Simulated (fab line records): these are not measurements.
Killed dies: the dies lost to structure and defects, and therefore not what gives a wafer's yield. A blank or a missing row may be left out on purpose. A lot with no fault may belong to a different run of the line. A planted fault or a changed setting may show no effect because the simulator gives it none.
Comparing a struck lot with a sound one ; flow ritCmos ; 21 out of 202 route steps
Sound: these wafers, L489.1, L489.4, L489.6. The struck wafers were L494.1, L494.2, L494.6. The cause is given at the end.
For every step that has rows: the tool of each side, followed by ch and its chambers, followed by its first start. Under that, the readings that differ: sound wafers ; struck wafers ; difference of the means ; sigmas: that difference in standard deviations of wafers without a fault.
alike: same words and numbers on both sides, and readings whose means sit less than 2 such deviations apart. not compared: any withheld reading, any reading some wafer has no value for, any bound like >300 that may hide the same value, and any number with overlapping values for which the record gives no deviation.
The two part at a step that has a row with sigmas, a row that says differs or no value, or rows on one side only. Numbers that don't overlap but have no deviation are shown without sigmas and don't part them. A reading missing from all wafers of one side parts the sides only when that side holds two or more wafers.

RIT_GATE_CD_MEAS_16: the cd target is 150 nm.
  sound on cdSem-01 at day 2 20:42; struck on cdSem-02 at day 4 02:19
  alike: cdNm
RIT_GATE_OVL_MEAS_17:
  sound on overlay-02 at day 2 20:49; struck on overlay-02 at day 4 02:26
  alike: GATE_OVL
then, 1 step without rows for these wafers: RIT_GATE_HARDBAKE_18 (time 60 s).
RIT_GATE_ETCH_19: etches poly-Si in SF6/CHF3/O2, stops on SiO2, time 165 s, target depth 312.5 nm.
  sound on rieSi-02 ch 2,3, day 2 21:01; struck on rieSi-01 ch 0,1,2, day 4 02:38
reading;sound;struck;difference;sigmas
oesProductAu (a.u.);0.827 0.822 0.832;0.881 0.854 0.866;+0.040;+3
  alike: chamberPressureMTorr, drypumpMotorCurrentA, throttleValvePct
  not compared: rfHoursCounterH
RIT_GATE_STRIP_20: strips in O2, time 180 s.
  sound on plasmaAsher-03 ch 0,1, day 2 21:07; struck on plasmaAsher-01 ch 0,1, day 4 02:44
reading;sound;struck;difference;sigmas
chamberPressureMTorr (mTorr);3996 3997 4002;4005 4006 4005;+7;+2
  alike: drypumpMotorCurrentA, rfReflPowerW
  not compared: rfHoursCounterH
RIT_GATE_CD_MEAS_90: the cd target is 150 nm.
  sound on cdSem-01 at day 2 21:17; struck on cdSem-01 at day 4 02:55
  alike: cdNm
then, 4 steps without rows for these wafers: RIT_REOX_CLEAN_00 (cleans in SC1, time 600 s); RIT_REOX_CLEAN_01 (cleans in dHF, time 30 s); RIT_REOX_CLEAN_02 (cleans in SC2, time 600 s); RIT_REOX_OXIDATION_03 (target thk 25.2 nm, ox time 5580 s).
RIT_REOX_THK_MEAS_04:
  sound on filmMetro-02 at day 3 03:09; struck on filmMetro-03 at day 4 06:08
reading;sound;struck;difference;sigmas
REOX_OXIDE_THK (nm);24.9 24.5 25.2;25.3 25.9 25.7;+0.8;+2
then, 1 step without rows for these wafers: RIT_NLDD_HMDS_00 (prime time 60 s).
RIT_NLDD_COAT_01: resist thk 1000 nm.
  sound on lithoTrack-02 ch 0, day 3 03:22; struck on lithoTrack-02 ch 0, day 4 06:21
reading;sound;struck;difference;sigmas
model.NOVOLAK_of_NLDD_COAT_01.thkNm (nm);1001 998.4 998.8;1078 1080 1079;+80;
  alike: resistLineTempC
then, 4 steps without rows for these wafers: RIT_NLDD_SOFTBAKE_02 (time 60 s); RIT_NLDD_EXPOSE_03 (exposes mask M7, target cd 40700 nm); RIT_NLDD_PEB_04; RIT_NLDD_DEVELOP_05 (develop time 50 s).
RIT_NLDD_OVL_MEAS_06:
  sound on overlay-01 at day 3 04:19; struck on overlay-02 at day 4 07:04
  alike: NLDD_OVL
RIT_NLDD_HARDBAKE_07: time 60 s.
  sound on lithoTrack-02 ch 0, day 3 04:20; struck on lithoTrack-01 ch 0, day 4 07:06
reading;sound;struck;difference;sigmas
model.NOVOLAK_of_NLDD_COAT_01.thkNm (nm);884.6 882.3 882.8;952.2 953.4 952.9;+69.6;
  alike: resistLineTempC
after that, 1 step had no rows for these wafers: RIT_NLDD_IMPLANT_08.
RIT_M1_PROBE_99:
  sound on prober-01 at day 3 21:44; struck on prober-02 at day 4 22:36
reading;sound;struck;difference;sigmas
model.etest.nplusSal.widthNm (nm);3455 3451 3444;3482 3478 3480;+30;
model.etest.pplusSal.widthNm (nm);3447 3439 3440;3482 3484 3468;+36;
  alike: killedAtContacts, killedAtFrontEnd, killedDies, killedOpen, killedShort

## WHERE THEY PART
First at RIT_GATE_ETCH_19; last, within this record, at RIT_REOX_THK_MEAS_04. Later steps at which nothing parts them and some readings are alike: RIT_NLDD_COAT_01, RIT_NLDD_OVL_MEAS_06, RIT_NLDD_HARDBAKE_07, RIT_M1_PROBE_99.

WHY: what the simulator had put in
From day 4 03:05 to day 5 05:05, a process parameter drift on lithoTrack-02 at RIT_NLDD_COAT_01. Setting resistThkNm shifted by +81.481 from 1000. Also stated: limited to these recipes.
